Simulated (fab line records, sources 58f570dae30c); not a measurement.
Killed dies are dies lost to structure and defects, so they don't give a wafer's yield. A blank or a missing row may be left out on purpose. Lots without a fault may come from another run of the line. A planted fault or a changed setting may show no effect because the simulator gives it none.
fab line records | flow berkeley_cmos170
record lots=14 wafers=42 last_day=13
route steps=331 shown NLDD@166
lots that met no fault: from a run of the same line without faults
start_h: hours from the record's first day to the start of the lot's first wafer shown | wait_h: hours since the lot's step before | " the same as in the row above | L1.1+2: a row that stands for several wafers | - no value, or no start given | * or withheld: withheld | < > ~ a bound
route shown NAME@n: a module of which the file shows steps, and the number in the route of the first | usual: mean/standard deviation of fault-free wafers | same: alike in all rows | chamber/n: place in a boat | sites: the reading at each site | _std_site: their standard deviation | _edge_site: outer sites' mean less inner sites' | radius_mm: how far each site lies from the wafer's centre | mask NAME#n: copy n | behind: the tool/chamber that last shaped the wafer | hold: why the lot was held/for how many hours/how that ended | device: the transistor (n, p or np) that didn't switch | end of line: the same wafers' tests at the end of the route | a step without rows: its recipe alone | killed: dies lost to structure and defects at the first sort, not the wafer's yield | map: a wafer's dies, x killed, . not, _ none there
set.NAME: the setting as run; set.NAME@STEP: as run at that earlier step | model.NAME: the simulator's own value behind a step, which no gauge read
steps of the route over a sample of lots; a table a step, a row a wafer
services: from which hour (start_h, from the record's first day; less than 0 if before it) a tool's chamber was out of use, for how many hours, and why
## steps
# step UCB170_NLDD_IMPLANT_08
# recipe species=As dose_cm2=5e+13 energy_kev=30 tilt_deg=7 rotation_deg=0
# usual dose_ions_cm2=5e+13/5.5e+10 faraday_current_uA=159/3.3
# columns lot.wafer tool chamber start_h wait_h dose_ions_cm2 faraday_current_uA
L698.1 implanter-01 0 153.45 0.0 4.996e+13 163
L698.5 " 0 " " 4.993e+13 168
L698.6 " 0 " " 5.002e+13 159
L701.2 implanter-04 0 159.10 0.0 4.994e+13 162
L701.3 " 0 " " 4.999e+13 161
L701.4 " 0 " " 5e+13 164
L700.2 implanter-04 0 161.36 0.0 4.996e+13 162
L700.4 " 0 " " 4.99e+13 161
L700.5 " 0 " " 4.993e+13 160
L702.2 implanter-04 0 194.55 0.0 5.003e+13 155
L702.4 " 0 " " 5.007e+13 156
L702.6 " 0 " " 5.01e+13 158
L704.1 implanter-02 0 199.50 0.0 4.997e+13 159
L704.2 " 0 " " 4.997e+13 161
L704.5 " 0 " " 4.999e+13 159
L706.1 implanter-01 0 199.86 0.0 5.005e+13 157
L706.4 " 0 " " 5e+13 164
L706.6 " 0 " " 5.015e+13 161
L703.3 implanter-04 0 200.03 0.1 5.006e+13 158
L703.4 " 0 " " 5.003e+13 156
L703.5 " 0 " " 5.007e+13 155
L708.1 implanter-01 0 211.00 0.0 5.002e+13 159
L708.2 " 0 " " 4.996e+13 165
L708.5 " 0 " " 4.995e+13 160
L711.1 implanter-01 0 218.95 0.0 5.011e+13 159
L711.3 " 0 " " 4.996e+13 155
L711.4 " 0 " " 4.997e+13 161
L709.1 implanter-02 0 226.06 0.0 5.004e+13 162
L709.3 " 0 " " 5.002e+13 163
L709.4 " 0 " " 5.007e+13 157
L716.1 implanter-02 0 252.08 0.0 5e+13 159
L716.4 " 0 " " 5.009e+13 163
L716.6 " 0 " " 5e+13 164
L714.1 implanter-01 0 252.50 0.0 2.896e+13 89
L714.5 " 0 " " 2.885e+13 90
L714.6 " 0 " " 2.886e+13 89
L719.1 implanter-01 0 272.72 0.0 2.884e+13 93
L719.3 " 0 " " 2.891e+13 95
L719.4 " 0 " " 2.882e+13 92
L720.2 implanter-02 0 273.14 0.0 5.004e+13 162
L720.4 " 0 " " 4.996e+13 156
L720.6 " 0 " " 4.998e+13 158
# step UCB170_NLDD_TW_MEAS_11
# usual NLDD_TW=2234/17
# columns lot.wafer tool chamber start_h wait_h NLDD_TW
L698.1 film_metro-01 - 153.85 0.1 2256
L698.5 " - " " 2255
L698.6 " - " " 2254
L701.2 film_metro-04 - 159.48 0.1 2214
L701.3 " - " " 2227
L701.4 " - " " 2215
L700.2 film_metro-01 - 161.74 0.1 2257
L700.4 " - " " 2257
L700.5 " - " " 2253
L702.2 film_metro-03 - 194.94 0.1 2225
L702.4 " - " " 2216
L702.6 " - " " 2217
L704.1 film_metro-03 - 199.90 0.1 2225
L704.2 " - " " 2229
L704.5 " - " " 2224
L706.1 film_metro-03 - 200.26 0.1 2234
L706.4 " - " " 2233
L706.6 " - " " 2228
L703.3 film_metro-01 - 200.40 0.1 2258
L703.4 " - " " 2249
L703.5 " - " " 2263
L708.1 film_metro-04 - 211.40 0.1 2211
L708.2 " - " " 2226
L708.5 " - " " 2220
L711.1 film_metro-01 - 219.35 0.1 2253
L711.3 " - " " 2262
L711.4 " - " " 2258
L709.1 film_metro-04 - 226.46 0.1 2209
L709.3 " - " " 2194
L709.4 " - " " 2202
L716.1 film_metro-01 - 252.48 0.1 2252
L716.4 " - " " 2250
L716.6 " - " " 2260
L714.1 film_metro-03 - 252.90 0.1 2099
L714.5 " - " " 2093
L714.6 " - " " 2096
L719.1 film_metro-01 - 273.12 0.1 2096
L719.3 " - " " 2110
L719.4 " - " " 2112
L720.2 film_metro-03 - 273.52 0.1 2224
L720.4 " - " " 2237
L720.6 " - " " 2223
# step UCB170_SDANNEAL_RS_MEAS_05
# recipe thk_meas_gauge=four-point-probe
# usual NLDD_RS=616.1/1.6
# columns lot.wafer tool chamber start_h wait_h NLDD_RS[ohm/sq]
L698.1 film_metro-01 - 164.66 0.1 616.3
L698.5 " - " " 615.4
L698.6 " - " " 615.4
L701.2 film_metro-03 - 173.92 0.1 615.4
L701.3 " - " " 615.9
L701.4 " - " " 615.1
L700.2 film_metro-01 - 174.65 0.1 614.8
L700.4 " - " " 616.5
L700.5 " - " " 616.0
L702.2 film_metro-04 - 207.09 0.1 617.6
L702.4 " - " " 618.0
L702.6 " - " " 616.7
L706.1 film_metro-01 - 207.29 0.1 617.8
L706.4 " - " " 620.8
L706.6 " - " " 618.3
L704.1 film_metro-03 - 207.53 0.1 616.0
L704.2 " - " " 615.2
L704.5 " - " " 616.1
L703.3 film_metro-04 - 207.81 0.1 615.5
L703.4 " - " " 615.3
L703.5 " - " " 615.6
L708.1 film_metro-03 - 223.17 0.1 613.1
L708.2 " - " " 613.1
L708.5 " - " " 614.0
L711.1 film_metro-01 - 230.79 0.1 615.3
L711.3 " - " " 614.2
L711.4 " - " " 616.0
L709.1 film_metro-01 - 237.74 0.1 618.2
L709.3 " - " " 617.7
L709.4 " - " " 618.0
L716.1 film_metro-01 - 266.72 0.1 616.0
L716.4 " - " " 616.9
L716.6 " - " " 617.5
L714.1 film_metro-03 - 267.02 0.1 719.3
L714.5 " - " " 720.7
L714.6 " - " " 718.7
L719.1 film_metro-03 - 284.36 0.1 721.8
L719.3 " - " " 722.5
L719.4 " - " " 723.8
L720.2 film_metro-01 - 284.73 0.1 618.1
L720.4 " - " " 616.7
L720.6 " - " " 618.2
## services
# columns tool chamber start_h hours kind
implanter-04 - 134.56 3.2 repair
implanter-02 - 166.07 2.0 repair
implanter-01 - 169.65 2.0 repair
implanter-04 - 186.80 3.3 repair
## key
first_sign step=UCB170_NLDD_IMPLANT_08 reading=dose_ions_cm2 direction=down sigmas=99+ usual=5e+13 struck=2.887e+13
effect step=UCB170_NLDD_IMPLANT_08 reading=faraday_current_uA direction=down sigmas=21 usual=159 struck=91
effect step=UCB170_NLDD_TW_MEAS_11 reading=NLDD_TW direction=down sigmas=7.7 usual=2234 struck=2101
effect step=UCB170_SDANNEAL_RS_MEAS_05 reading=NLDD_RS direction=up sigmas=68 usual=616.1 struck=721.1
met_at UCB170_NLDD_IMPLANT_08
struck_lots L714,L719
tester_left_out L714,L719
onset_between 218.95 252.50
fault kind=process_parameter_drift tool=implanter-01 chamber=- onset_h=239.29 steps=UCB170_NLDD_IMPLANT_08 channel=dose_cm2 offset=-2.1094e+13 shape=step end_h=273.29 acts_in=these_recipes_only stated=5e+13
# tester_left_out: of these lots the tester's yield and bins aren't shown, on N5 and GAA mostly nor the transistor test; their killed dies are dies lost to structure and defects alone, not to doping, threshold or leakage, so they don't give the yield
